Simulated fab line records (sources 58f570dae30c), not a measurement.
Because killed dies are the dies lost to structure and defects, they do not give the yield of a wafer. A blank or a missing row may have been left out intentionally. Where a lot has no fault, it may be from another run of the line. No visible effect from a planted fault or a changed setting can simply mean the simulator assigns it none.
8D (eight disciplines) problem report, filled in by code -- flow berkeleyCmos170 -- the parts of the form that need people (team, actions taken, sign-off) are left out

1. PROBLEM STATEMENT
At UCB170_V2_SOFTBAKE_08, heaterPowerTotalW averages 59.66 W over 6 wafers from 2 lots, while fault-free wafers read 56.80 W, standard deviation 0.05. That puts it +57 standard deviations away from the usual mean.
The step: time 60 s.
First seen on wafer L861.3, day 10 21:52, on lithoTrack-01. At this step, 42 wafers from 14 lots have a number in the record. By rule, "out" or "out of limits" means more than 4 standard deviations away from the usual mean. The rest of the wafers with a number are treated as sound.

2. WHAT IT IS; WHAT IT IS NOT
question,is,is not
which readings at this step,"heaterPowerTotalW, runLengthS",-
which lots,"L861, L864","L852, L853, L854, L855, L856, L857, L858, L862, L866, L868, L871, L872"
which wafers of those lots,all that have a number,-
read on which tools,lithoTrack-01,"lithoTrack-03, lithoTrack-04"
when,from day 10 21:52,"up to then (21 sound wafers); but 15 sound wafers of L862, L866, L868, L871, L872 came after"

3. THE SUSPECTS, EACH WITH WHAT RULES IT OUT
Counting: a tool at a process step up to the reading stays a suspect if it ran every lot that is out and no sound lot after the first of them.
- plasmaAsher-04 at UCB170_V1_STRIP_15 (strips in O2): kept. It processed each lot that is out, first L861 at day 10 17:23, and no sound lot thereafter; up to then, the last sound lot it processed was L853 at day 9 16:36.
- lithoTrack-01 at UCB170_V2_SOFTBAKE_08 (time 60 s): ruled out as a lasting fault. The sound lots L871 went through it after L861, its earliest lot that is out (day 10 21:52).
The count leaves plasmaAsher-04 at UCB170_V1_STRIP_15.

4. THE CAUSE (what the simulator had put in)
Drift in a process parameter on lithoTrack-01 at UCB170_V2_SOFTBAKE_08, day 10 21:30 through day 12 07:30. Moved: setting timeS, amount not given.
Counting ruled it out, wrongly.

5. THE CHAIN OF EFFECTS, in route order
One row per reading whose mean, taken over the struck wafers that have a number, lies over 3 standard deviations from the usual. Only readings for which the record gives a usual standard deviation are gone through. hours: the time from each lot's start at the first step in this table that gives one to its start at this step, as a median over the lots. sigmas: the change in usual standard deviations.
hours,step,reading,usual,on struck wafers,change,sigmas
0,UCB170_V2_SOFTBAKE_08,heaterPowerTotalW,56.80 W,59.66,+2.86,+57
0,UCB170_V2_SOFTBAKE_08,runLengthS,89.09 s,79.40,-9.69,-51
Here are the process steps it includes:
- UCB170_V2_SOFTBAKE_08: time 60 s.
Later steps that measure or inspect, where all struck wafers having a row at the step show a number for every such reading and not one has moved that far: UCB170_M3_THK_MEAS_03.

6. WHAT WOULD HAVE CAUGHT IT SOONER
In this record the first reading out of limits was taken at day 10 21:52, 0 hours after the fault began at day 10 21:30.
